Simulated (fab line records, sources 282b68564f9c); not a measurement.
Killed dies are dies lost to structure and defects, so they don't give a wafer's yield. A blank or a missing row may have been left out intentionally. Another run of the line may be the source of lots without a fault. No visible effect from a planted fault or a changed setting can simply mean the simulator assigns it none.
Which tool did it?	flow rit cmos	21 wafers from 7 lots sampled at 2 of the route's 202 steps

WHAT THE GAUGES READ, wafer by wafer
RIT_NSD_TW_MEAS_10.
lot	measured	on	NSD_TW
L264	day 3 04:30	film metro-01	3112 3101 3097
L267	day 3 21:13	film metro-03	3144 3154 3156
L269	day 4 04:34	film metro-02	3151 3156 3145
L276	day 5 17:12	film metro-03	3122 3117 3128
L280	day 6 13:06	film metro-03	3146 3145 3141
L284	day 7 08:12	film metro-03	3128 3121 3127
L286	day 7 17:30	film metro-03	3120 3122 3125

WHAT TOOL EACH LOT RAN ON (gives the tool, then ch and the chambers of the sampled wafers, and finally the start)
lot	RIT_ACTIVE_STRIP_14
L264	plasma asher-03 ch 0,1, day 1 20:41
L267	plasma asher-03 ch 0,1, day 2 10:50
L269	plasma asher-04 ch 0,1, day 2 20:58
L276	plasma asher-04 ch 0,1, day 4 07:54
L280	plasma asher-04 ch 0,1, day 5 03:54
L284	plasma asher-01 ch 0,1, day 6 00:41
L286	plasma asher-03 ch 0,1, day 6 10:08
- RIT_ACTIVE_STRIP_14: strips in O2, time 180 s.

THE ANSWER, worked out from the rows above alone
Rule: usual is defined by the lots themselves. The widest of any qualifying gaps counts: lots, ordered by their means at a reading, are off when they make up no more than a third of the lots, leave a main group of 4 or more, and stand apart from it by 3 or more times the standard deviation of that group's means. A main group is skipped when, at the precision printed for the reading in the tables above, its means are all equal. A lot without any number at a reading at which 4 lots or more have one is off too. Where the step has rows for the other lots, those lots are counted as sound.
Across all readings shown, no lot is off: no conclusion can be drawn from this.

WHAT WAS PUT IN BY THE SIMULATOR
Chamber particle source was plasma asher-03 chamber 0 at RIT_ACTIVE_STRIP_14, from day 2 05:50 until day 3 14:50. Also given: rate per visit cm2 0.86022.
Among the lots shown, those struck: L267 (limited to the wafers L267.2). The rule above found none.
